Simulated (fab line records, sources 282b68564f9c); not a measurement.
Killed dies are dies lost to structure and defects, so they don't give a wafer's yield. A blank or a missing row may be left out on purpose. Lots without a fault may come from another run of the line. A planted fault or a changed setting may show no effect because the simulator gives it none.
Which tool did it? | flow rit_cmos | 13 lots, 39 wafers sampled, at 4 steps of a route of 202

WHAT THE GAUGES READ, wafer by wafer
RIT_NWELL_OVL_MEAS_06.
lot  | measured    | on         | NWELL_OVL (nm)
L678 | day 2 02:51 | overlay-02 | -1.3 1.3 0.0
L681 | day 2 19:04 | overlay-01 | -1.7 -1.9 1.1
L683 | day 3 08:29 | overlay-02 | 0.9 -0.3 1.2
L684 | day 3 11:07 | overlay-02 | - - -
L686 | day 3 23:01 | overlay-02 | -1.5 0.7 -1.2
L690 | day 4 16:13 | overlay-01 | -0.4 0.6 -1.0
L694 | day 5 13:37 | overlay-01 | 0.9 -1.8 -0.8
L695 | day 5 20:55 | overlay-02 | 1.1 -2.1 2.0
L696 | day 6 02:17 | overlay-01 | -0.5 -1.4 -0.3
L697 | day 6 08:26 | overlay-01 | 0.7 1.7 -0.8
L698 | day 6 13:58 | overlay-02 | -2.9 -0.5 -2.4
L699 | day 6 18:58 | overlay-01 | -1.2 -0.8 -1.2
L700 | day 7 03:23 | overlay-01 | -0.4 -0.4 0.2

RIT_NWELL_TW_MEAS_10.
lot  | measured    | on            | NWELL_TW
L678 | day 2 03:28 | film_metro-03 | 2178 2168 2183
L681 | day 2 19:40 | film_metro-03 | 2165 2181 2171
L683 | day 3 09:06 | film_metro-03 | 2157 2171 2164
L684 | day 3 11:43 | film_metro-02 | 30 30 30
L686 | day 3 23:37 | film_metro-03 | 2163 2161 2168
L690 | day 4 16:49 | film_metro-02 | 2149 2161 2148
L694 | day 5 14:14 | film_metro-01 | 2105 2099 2113
L695 | day 5 21:32 | film_metro-03 | 2164 2168 2170
L696 | day 6 02:55 | film_metro-03 | 2181 2177 2175
L697 | day 6 09:03 | film_metro-03 | 2182 2175 2179
L698 | day 6 14:35 | film_metro-03 | 2194 2190 2174
L699 | day 6 19:34 | film_metro-03 | 2180 2177 2186
L700 | day 7 04:01 | film_metro-01 | 2105 2113 2094

RIT_PWELL_TW_MEAS_10.
lot  | measured    | on            | PWELL_TW
L678 | day 2 05:13 | film_metro-03 | 966 970 962
L681 | day 2 21:21 | film_metro-02 | 948 941 945
L683 | day 3 10:39 | film_metro-01 | 931 931 931
L684 | day 3 13:24 | film_metro-02 | 2191 2188 2184
L686 | day 4 01:20 | film_metro-01 | 936 938 937
L690 | day 4 18:29 | film_metro-01 | 933 933 935
L694 | day 5 15:55 | film_metro-02 | 952 954 949
L695 | day 5 23:05 | film_metro-03 | 961 966 956
L696 | day 6 04:28 | film_metro-03 | 966 965 963
L697 | day 6 10:36 | film_metro-01 | 944 941 937
L698 | day 6 16:08 | film_metro-01 | 939 942 928
L699 | day 6 21:15 | film_metro-03 | 968 962 967
L700 | day 7 05:34 | film_metro-01 | 933 937 931

WHICH TOOL RAN EACH LOT (tool, then ch and the chambers of the sampled wafers, then the start)
lot  | RIT_NWELL_EXPOSE_03
L678 | iline_stepper-02 ch 0, day 2 02:26
L681 | iline_stepper-01 ch 0, day 2 18:38
L683 | iline_stepper-01 ch 0, day 3 08:05
L684 | iline_stepper-02 ch 0, day 3 10:41
L686 | iline_stepper-02 ch 0, day 3 22:35
L690 | iline_stepper-01 ch 0, day 4 15:47
L694 | iline_stepper-02 ch 0, day 5 13:13
L695 | iline_stepper-01 ch 0, day 5 20:30
L696 | iline_stepper-01 ch 0, day 6 01:53
L697 | iline_stepper-02 ch 0, day 6 08:01
L698 | iline_stepper-02 ch 0, day 6 13:33
L699 | iline_stepper-01 ch 0, day 6 18:32
L700 | iline_stepper-02 ch 0, day 7 02:59
- RIT_NWELL_EXPOSE_03: exposes mask M2, target cd 43900 nm.

WHAT THE TOOLS THEMSELVES READ (means of the sampled wafers that have a number; where no wafer has one, the mark that the record gives instead)
The record holds no such reading with a usual standard deviation.

THE ANSWER, worked out from the rows above alone
Rule: what is usual is taken from the lots themselves. Put in order of their means at a reading, lots are off if they are a third of the lots or fewer, leave a main group of 4 or more, and stand apart from it by a gap of 3 or more times the standard deviation of the main group's means; of several such gaps the widest counts. A main group whose means are all the same, to the digits that the tables above print for the reading, isn't used. A lot without any number at a reading at which 4 lots or more have one is off too. The other lots that the step has rows for count as sound. The gauges are gone through in route order, then the tools' own readings, and for those a lot's mean is taken as printed above. The first step at which some lot is off is used, and at that step the reading that is off furthest; a lot without a number counts as furthest.
Off: L684, at RIT_NWELL_OVL_MEAS_06 (NWELL_OVL). Without a number there: L684. The main group: mean -0.4 nm, standard deviation 0.7.
A tool fits if, at a process step before that reading, it ran every lot that is off, and no sound lot after the first of them. The gauges at RIT_NWELL_OVL_MEAS_06 aren't tried: what is off there is off at RIT_NWELL_TW_MEAS_10 too, on other tools, and a gauge's error can't cause that. None of those tried fits.

WHAT THE SIMULATOR HAD PUT IN
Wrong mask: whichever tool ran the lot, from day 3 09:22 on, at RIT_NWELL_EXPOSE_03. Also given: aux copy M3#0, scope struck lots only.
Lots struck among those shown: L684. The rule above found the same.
